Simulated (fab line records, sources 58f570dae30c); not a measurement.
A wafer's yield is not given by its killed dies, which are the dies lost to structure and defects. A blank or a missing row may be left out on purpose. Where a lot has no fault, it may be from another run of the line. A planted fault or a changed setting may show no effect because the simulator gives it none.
The tool behind it: which one? || flow berkeley_cmos170 || 14 lots with 42 wafers sampled at 4 steps, on a route of 331 steps

## WHAT THE GAUGES READ, wafer by wafer
UCB170_M3_BOW_MEAS_20. Usual: M3_BOW typically reads 36 um, with standard deviation 7.2.
{"lot": "L755", "measured": "day 9 03:04", "on": "film_metro-01", "M3_BOW (um)": "43 51 34", "flag": ""}
{"lot": "L760", "measured": "day 10 20:25", "on": "film_metro-01", "M3_BOW (um)": "33 44 23", "flag": ""}
{"lot": "L758", "measured": "day 10 20:09", "on": "film_metro-02", "M3_BOW (um)": "28 25 38", "flag": ""}
{"lot": "L761", "measured": "day 11 13:49", "on": "film_metro-03", "M3_BOW (um)": "33 29 24", "flag": ""}
{"lot": "L765", "measured": "day 12 10:17", "on": "film_metro-02", "M3_BOW (um)": "42 39 36", "flag": ""}
{"lot": "L770", "measured": "day 13 12:34", "on": "film_metro-03", "M3_BOW (um)": "40 37 31", "flag": ""}
{"lot": "L769", "measured": "day 13 14:14", "on": "film_metro-01", "M3_BOW (um)": "34 25 41", "flag": ""}
{"lot": "L771", "measured": "day 13 14:35", "on": "film_metro-01", "M3_BOW (um)": "41 47 39", "flag": ""}
{"lot": "L772", "measured": "day 14 01:21", "on": "film_metro-03", "M3_BOW (um)": "34 40 36", "flag": ""}
{"lot": "L774", "measured": "day 14 17:34", "on": "film_metro-03", "M3_BOW (um)": "35 42 39", "flag": ""}
{"lot": "L773", "measured": "day 14 18:22", "on": "film_metro-01", "M3_BOW (um)": "20 45 32", "flag": ""}
{"lot": "L775", "measured": "day 15 08:14", "on": "film_metro-02", "M3_BOW (um)": "31 36 42", "flag": ""}
{"lot": "L776", "measured": "day 15 08:32", "on": "film_metro-03", "M3_BOW (um)": "20 33 46", "flag": ""}
{"lot": "L778", "measured": "day 15 09:00", "on": "film_metro-03", "M3_BOW (um)": "51 47 40", "flag": ""}

## WHICH TOOL RAN EACH LOT (tool, then ch and the chambers of the sampled wafers, then the start)
{"lot": "L755", "UCB170_SDANNEAL_RTA_00": "rtp_anneal-01 ch 0, day 8 07:41", "UCB170_CONTACT_STRIP_06": "plasma_asher-03 ch 0,1, day 8 11:49", "UCB170_M2_METAL_ETCH_18": "rie_metal-04 ch 0,1, day 8 21:32"}
{"lot": "L760", "UCB170_SDANNEAL_RTA_00": "rtp_anneal-02 ch 0, day 9 19:56", "UCB170_CONTACT_STRIP_06": "plasma_asher-04 ch 0,1, day 9 23:27", "UCB170_M2_METAL_ETCH_18": "rie_metal-01 ch 0,1, day 10 13:10"}
{"lot": "L758", "UCB170_SDANNEAL_RTA_00": "rtp_anneal-02 ch 0, day 9 20:26", "UCB170_CONTACT_STRIP_06": "plasma_asher-03 ch 0,1, day 10 00:52", "UCB170_M2_METAL_ETCH_18": "rie_metal-02 ch 0,1, day 10 13:11"}
{"lot": "L761", "UCB170_SDANNEAL_RTA_00": "rtp_anneal-01 ch 0, day 10 12:02", "UCB170_CONTACT_STRIP_06": "plasma_asher-04 ch 0,1, day 10 16:45", "UCB170_M2_METAL_ETCH_18": "rie_metal-04 ch 0,1, day 11 05:28"}
{"lot": "L765", "UCB170_SDANNEAL_RTA_00": "rtp_anneal-02 ch 0, day 11 06:45", "UCB170_CONTACT_STRIP_06": "plasma_asher-04 ch 0,1, day 11 14:17", "UCB170_M2_METAL_ETCH_18": "rie_metal-04 ch 0,1, day 12 01:45"}
{"lot": "L770", "UCB170_SDANNEAL_RTA_00": "rtp_anneal-02 ch 0, day 12 13:30", "UCB170_CONTACT_STRIP_06": "plasma_asher-04 ch 0,1, day 12 17:01", "UCB170_M2_METAL_ETCH_18": "rie_metal-01 ch 0,1, day 13 06:48"}
{"lot": "L769", "UCB170_SDANNEAL_RTA_00": "rtp_anneal-02 ch 0, day 12 14:00", "UCB170_CONTACT_STRIP_06": "plasma_asher-04 ch 0,1, day 12 17:26", "UCB170_M2_METAL_ETCH_18": "rie_metal-02 ch 0, day 13 08:17"}
{"lot": "L771", "UCB170_SDANNEAL_RTA_00": "rtp_anneal-01 ch 0, day 12 14:10", "UCB170_CONTACT_STRIP_06": "plasma_asher-03 ch 0,1, day 12 18:47", "UCB170_M2_METAL_ETCH_18": "rie_metal-01 ch 0,1, day 13 08:37"}
{"lot": "L772", "UCB170_SDANNEAL_RTA_00": "rtp_anneal-02 ch 0, day 13 04:21", "UCB170_CONTACT_STRIP_06": "plasma_asher-04 ch 1, day 13 08:59", "UCB170_M2_METAL_ETCH_18": "rie_metal-02 ch 1, day 13 19:15"}
{"lot": "L774", "UCB170_SDANNEAL_RTA_00": "rtp_anneal-01 ch 0, day 13 14:58", "UCB170_CONTACT_STRIP_06": "plasma_asher-04 ch 1, day 13 19:50", "UCB170_M2_METAL_ETCH_18": "rie_metal-02 ch 0,1, day 14 10:31"}
{"lot": "L773", "UCB170_SDANNEAL_RTA_00": "rtp_anneal-02 ch 0, day 13 15:22", "UCB170_CONTACT_STRIP_06": "plasma_asher-01 ch 0,1, day 13 19:52", "UCB170_M2_METAL_ETCH_18": "rie_metal-01 ch 0,1, day 14 11:35"}
{"lot": "L775", "UCB170_SDANNEAL_RTA_00": "rtp_anneal-01 ch 0, day 14 05:31", "UCB170_CONTACT_STRIP_06": "plasma_asher-04 ch 0,1, day 14 08:59", "UCB170_M2_METAL_ETCH_18": "rie_metal-02 ch 1, day 14 23:05"}
{"lot": "L776", "UCB170_SDANNEAL_RTA_00": "rtp_anneal-02 ch 0, day 14 05:32", "UCB170_CONTACT_STRIP_06": "plasma_asher-04 ch 0,1, day 14 10:31", "UCB170_M2_METAL_ETCH_18": "rie_metal-04 ch 0,1, day 14 23:20"}
{"lot": "L778", "UCB170_SDANNEAL_RTA_00": "rtp_anneal-01 ch 0, day 14 05:39", "UCB170_CONTACT_STRIP_06": "plasma_asher-03 ch 0,1, day 14 10:47", "UCB170_M2_METAL_ETCH_18": "rie_metal-01 ch 0,1, day 15 01:19"}
- UCB170_SDANNEAL_RTA_00: time 10 s.
- UCB170_CONTACT_STRIP_06: strips in O2.
- UCB170_M2_METAL_ETCH_18: etches Al in Cl2/BCl3, stops on SiO2, target depth 1170 nm, time 195 s.

## WHAT THE TOOLS THEMSELVES READ (means of the sampled wafers that have a number; where no wafer has one, the mark that the record gives instead)
UCB170_SDANNEAL_RTA_00. Usual: chamber_o2_ppm 2.003, standard deviation 0.023; lamp_power_pct 23.6 %, standard deviation 1.1; wafer_temp_C_max 905.0, standard deviation 1.4.
{"lot": "L755", "tool": "rtp_anneal-01", "chamber_o2_ppm": 1.995, "lamp_power_pct (%)": 24.9, "wafer_temp_C_max": 906.2, "flag": ""}
{"lot": "L760", "tool": "rtp_anneal-02", "chamber_o2_ppm": 1.971, "lamp_power_pct (%)": 22.6, "wafer_temp_C_max": 903.8, "flag": ""}
{"lot": "L758", "tool": "rtp_anneal-02", "chamber_o2_ppm": 1.999, "lamp_power_pct (%)": 22.6, "wafer_temp_C_max": 903.5, "flag": ""}
{"lot": "L761", "tool": "rtp_anneal-01", "chamber_o2_ppm": 2.014, "lamp_power_pct (%)": 24.9, "wafer_temp_C_max": 906.5, "flag": ""}
{"lot": "L765", "tool": "rtp_anneal-02", "chamber_o2_ppm": 2.001, "lamp_power_pct (%)": 22.6, "wafer_temp_C_max": 904.2, "flag": ""}
{"lot": "L770", "tool": "rtp_anneal-02", "chamber_o2_ppm": 1.987, "lamp_power_pct (%)": 22.6, "wafer_temp_C_max": 904.3, "flag": ""}
{"lot": "L769", "tool": "rtp_anneal-02", "chamber_o2_ppm": 2.034, "lamp_power_pct (%)": 22.6, "wafer_temp_C_max": 904.2, "flag": ""}
{"lot": "L771", "tool": "rtp_anneal-01", "chamber_o2_ppm": 1.986, "lamp_power_pct (%)": 24.9, "wafer_temp_C_max": 905.8, "flag": ""}
{"lot": "L772", "tool": "rtp_anneal-02", "chamber_o2_ppm": 2.003, "lamp_power_pct (%)": 22.6, "wafer_temp_C_max": 904.5, "flag": ""}
{"lot": "L774", "tool": "rtp_anneal-01", "chamber_o2_ppm": 1.966, "lamp_power_pct (%)": 24.9, "wafer_temp_C_max": 904.2, "flag": ""}
{"lot": "L773", "tool": "rtp_anneal-02", "chamber_o2_ppm": 2.015, "lamp_power_pct (%)": 22.6, "wafer_temp_C_max": 904.6, "flag": ""}
{"lot": "L775", "tool": "rtp_anneal-01", "chamber_o2_ppm": 2.030, "lamp_power_pct (%)": 24.9, "wafer_temp_C_max": 908.3, "flag": ""}
{"lot": "L776", "tool": "rtp_anneal-02", "chamber_o2_ppm": 1.980, "lamp_power_pct (%)": 22.6, "wafer_temp_C_max": 904.3, "flag": ""}
{"lot": "L778", "tool": "rtp_anneal-01", "chamber_o2_ppm": 2.038, "lamp_power_pct (%)": 24.9, "wafer_temp_C_max": 906.6, "flag": ""}

UCB170_CONTACT_STRIP_06. Usual: drypump_motor_current_A 5.7 A, standard deviation 0.38; oes_product_au 0.735 a.u., standard deviation 0.004; strip_time_to_endpoint_s 21.96 s, standard deviation 0.055.
{"lot": "L755", "tool": "plasma_asher-03", "drypump_motor_current_A (A)": 5.9, "oes_product_au (a.u.)": 0.737, "strip_time_to_endpoint_s (s)": 21.87, "flag": ""}
{"lot": "L760", "tool": "plasma_asher-04", "drypump_motor_current_A (A)": 5.4, "oes_product_au (a.u.)": 0.734, "strip_time_to_endpoint_s (s)": 21.95, "flag": ""}
{"lot": "L758", "tool": "plasma_asher-03", "drypump_motor_current_A (A)": 5.9, "oes_product_au (a.u.)": 0.733, "strip_time_to_endpoint_s (s)": 21.92, "flag": ""}
{"lot": "L761", "tool": "plasma_asher-04", "drypump_motor_current_A (A)": 5.5, "oes_product_au (a.u.)": 0.734, "strip_time_to_endpoint_s (s)": 21.94, "flag": ""}
{"lot": "L765", "tool": "plasma_asher-04", "drypump_motor_current_A (A)": 5.4, "oes_product_au (a.u.)": 0.733, "strip_time_to_endpoint_s (s)": 21.94, "flag": ""}
{"lot": "L770", "tool": "plasma_asher-04", "drypump_motor_current_A (A)": 5.4, "oes_product_au (a.u.)": 0.734, "strip_time_to_endpoint_s (s)": 22.02, "flag": ""}
{"lot": "L769", "tool": "plasma_asher-04", "drypump_motor_current_A (A)": 5.4, "oes_product_au (a.u.)": 0.739, "strip_time_to_endpoint_s (s)": 22.01, "flag": ""}
{"lot": "L771", "tool": "plasma_asher-03", "drypump_motor_current_A (A)": 6.2, "oes_product_au (a.u.)": 0.736, "strip_time_to_endpoint_s (s)": 21.96, "flag": ""}
{"lot": "L772", "tool": "plasma_asher-04", "drypump_motor_current_A (A)": 5.5, "oes_product_au (a.u.)": 0.735, "strip_time_to_endpoint_s (s)": 21.99, "flag": ""}
{"lot": "L774", "tool": "plasma_asher-04", "drypump_motor_current_A (A)": 5.5, "oes_product_au (a.u.)": 0.740, "strip_time_to_endpoint_s (s)": 21.88, "flag": ""}
{"lot": "L773", "tool": "plasma_asher-01", "drypump_motor_current_A (A)": 5.5, "oes_product_au (a.u.)": 0.733, "strip_time_to_endpoint_s (s)": 21.91, "flag": ""}
{"lot": "L775", "tool": "plasma_asher-04", "drypump_motor_current_A (A)": 5.5, "oes_product_au (a.u.)": 0.731, "strip_time_to_endpoint_s (s)": 22.02, "flag": ""}
{"lot": "L776", "tool": "plasma_asher-04", "drypump_motor_current_A (A)": 5.4, "oes_product_au (a.u.)": 0.731, "strip_time_to_endpoint_s (s)": 21.99, "flag": ""}
{"lot": "L778", "tool": "plasma_asher-03", "drypump_motor_current_A (A)": 6.1, "oes_product_au (a.u.)": 0.731, "strip_time_to_endpoint_s (s)": 22.04, "flag": ""}

UCB170_M2_METAL_ETCH_18. Usual: drypump_motor_current_A 5.6 A, standard deviation 0.39; oes_product_au 0.856 a.u., standard deviation 0.017; run_length_s 223.8 s, standard deviation 0.95; throttle_valve_pct 24.40 %, standard deviation 0.15.
{"lot": "L755", "tool": "rie_metal-04", "drypump_motor_current_A (A)": 5.6, "oes_product_au (a.u.)": 0.852, "run_length_s (s)": 223.8, "throttle_valve_pct (%)": 24.26, "flag": ""}
{"lot": "L760", "tool": "rie_metal-01", "drypump_motor_current_A (A)": 5.5, "oes_product_au (a.u.)": 0.870, "run_length_s (s)": 223.4, "throttle_valve_pct (%)": 24.34, "flag": ""}
{"lot": "L758", "tool": "rie_metal-02", "drypump_motor_current_A (A)": 5.6, "oes_product_au (a.u.)": 0.847, "run_length_s (s)": 223.5, "throttle_valve_pct (%)": 24.56, "flag": ""}
{"lot": "L761", "tool": "rie_metal-04", "drypump_motor_current_A (A)": 5.6, "oes_product_au (a.u.)": 0.784, "run_length_s (s)": 252.7, "throttle_valve_pct (%)": 24.30, "flag": "OFF"}
{"lot": "L765", "tool": "rie_metal-04", "drypump_motor_current_A (A)": 5.7, "oes_product_au (a.u.)": 0.790, "run_length_s (s)": 252.5, "throttle_valve_pct (%)": 24.36, "flag": "OFF"}
{"lot": "L770", "tool": "rie_metal-01", "drypump_motor_current_A (A)": 5.5, "oes_product_au (a.u.)": 0.873, "run_length_s (s)": 223.3, "throttle_valve_pct (%)": 24.33, "flag": ""}
{"lot": "L769", "tool": "rie_metal-02", "drypump_motor_current_A (A)": 4.7, "oes_product_au (a.u.)": 0.836, "run_length_s (s)": 223.9, "throttle_valve_pct (%)": 24.71, "flag": ""}
{"lot": "L771", "tool": "rie_metal-01", "drypump_motor_current_A (A)": 5.5, "oes_product_au (a.u.)": 0.883, "run_length_s (s)": 223.5, "throttle_valve_pct (%)": 24.33, "flag": ""}
{"lot": "L772", "tool": "rie_metal-02", "drypump_motor_current_A (A)": 6.0, "oes_product_au (a.u.)": 0.861, "run_length_s (s)": 223.5, "throttle_valve_pct (%)": 24.48, "flag": ""}
{"lot": "L774", "tool": "rie_metal-02", "drypump_motor_current_A (A)": 5.1, "oes_product_au (a.u.)": 0.843, "run_length_s (s)": 223.9, "throttle_valve_pct (%)": 24.63, "flag": ""}
{"lot": "L773", "tool": "rie_metal-01", "drypump_motor_current_A (A)": 5.5, "oes_product_au (a.u.)": 0.861, "run_length_s (s)": 223.2, "throttle_valve_pct (%)": 24.33, "flag": ""}
{"lot": "L775", "tool": "rie_metal-02", "drypump_motor_current_A (A)": 6.0, "oes_product_au (a.u.)": 0.850, "run_length_s (s)": 223.2, "throttle_valve_pct (%)": 24.48, "flag": ""}
{"lot": "L776", "tool": "rie_metal-04", "drypump_motor_current_A (A)": 5.7, "oes_product_au (a.u.)": 0.848, "run_length_s (s)": 223.9, "throttle_valve_pct (%)": 24.33, "flag": ""}
{"lot": "L778", "tool": "rie_metal-01", "drypump_motor_current_A (A)": 5.5, "oes_product_au (a.u.)": 0.871, "run_length_s (s)": 223.4, "throttle_valve_pct (%)": 24.34, "flag": ""}

## THE ANSWER, worked out from the rows above alone
Rule: lot off if the mean of its wafers having a number is beyond 3 standard deviations from the usual mean. A lot without any number at a reading at which 4 lots or more have one is off too. The other lots that the step has rows for count as sound. After the gauges, taken in route order, come the tools' own readings; for these a lot's mean is taken, as printed above. At the first step where some lot is off, the reading lying furthest off is the one used; lots without a number count as furthest.
Off: L761, L765, at UCB170_M2_METAL_ETCH_18 (run_length_s).
A tool fits if, at that step or a process step before it, it ran every lot that is off, and no sound lot after the first of them. None of those tried fits.

## WHAT THE SIMULATOR HAD PUT IN
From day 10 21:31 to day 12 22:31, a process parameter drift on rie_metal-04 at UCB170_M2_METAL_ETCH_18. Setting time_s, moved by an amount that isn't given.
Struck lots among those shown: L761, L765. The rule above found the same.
